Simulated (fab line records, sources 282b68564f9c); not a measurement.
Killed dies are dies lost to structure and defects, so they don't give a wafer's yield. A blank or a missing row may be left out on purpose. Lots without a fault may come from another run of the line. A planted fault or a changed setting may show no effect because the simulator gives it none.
One fault seen from 2 desks | flow rit_cmos | each desk has only its own numbers; what lay behind them comes last

THE METROLOGY DESK
What the gauges read, lot by lot, whatever tool the lot ran on: means of the sampled wafers that have a number. A lot is out of limits, marked OUT, if its mean lies more than 4 standard deviations from the usual mean; the brackets give that distance.
Columns: A = cd_nm at RIT_CONTACT_CD_MEAS_08, usual 1000.4 nm
lot  | first seen here | A
L735 | day 3 08:26     | 1000.0
L737 | day 3 22:37     | 1003.2
L740 | day 4 11:22     | 997.0
L741 | day 4 17:13     | 1000.2
L742 | day 4 23:23     | 999.5
L744 | day 5 05:02     | 998.5
L743 | day 5 05:59     | 1003.1
L746 | day 5 18:05     | 1000.0
L747 | day 5 22:35     | 1002.8
L748 | day 6 01:47     | 1000.3
L749 | day 6 08:10     | 998.3
L754 | day 7 08:16     | 999.0
L757 | day 7 23:26     | 1011.2 (+5.4) OUT
This desk's finding: out of limits on L757; first on L757, day 7 23:26 (cd_nm at RIT_CONTACT_CD_MEAS_08). In limits: L735, L737, L740, L741, L742, L744, L743, L746, L747, L748, L749, L754.

THE TOOL OWNER'S DESK: iline_stepper-01
The tool's own readings at RIT_CONTACT_EXPOSE_05 (exposes mask M11, target cd 1000 nm): means of the sampled wafers that have a number, for each lot that ran on this tool. A lot is out of limits, marked OUT, if its mean lies more than 4 standard deviations from the usual mean; the brackets give that distance.
Columns: A = exposure_dose_mJ_cm2 at RIT_CONTACT_EXPOSE_05, usual 250.02
lot  | first seen here | A
L737 | day 3 22:06     | 249.82
L740 | day 4 10:51     | 250.05
L741 | day 4 16:41     | 250.25
L744 | day 5 04:31     | 249.67
L743 | day 5 05:28     | 249.87
L748 | day 6 01:17     | 250.03
L757 | day 7 22:55     | 248.94 (-4.7) OUT
This desk's finding: out of limits on L757; first on L757, day 7 22:55 (exposure_dose_mJ_cm2 at RIT_CONTACT_EXPOSE_05). In limits: L737, L740, L741, L744, L743, L748.

PUT TOGETHER
The tool owner's desk could have raised an alarm at day 7 22:55, on L757.
The metrology desk could have raised an alarm at day 7 23:26, on L757.
Of the lots named, all ran RIT_CONTACT_EXPOSE_05 on iline_stepper-01.

WHAT THE SIMULATOR HAD PUT IN
Process parameter drift: iline_stepper-01, from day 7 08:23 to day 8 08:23, at RIT_CONTACT_EXPOSE_05. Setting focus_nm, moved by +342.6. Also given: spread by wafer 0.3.
Lots struck among those shown: L757.
Hours from the fault's start to each desk's first reading out of limits: the tool owner's desk, 15; the metrology desk, 15.
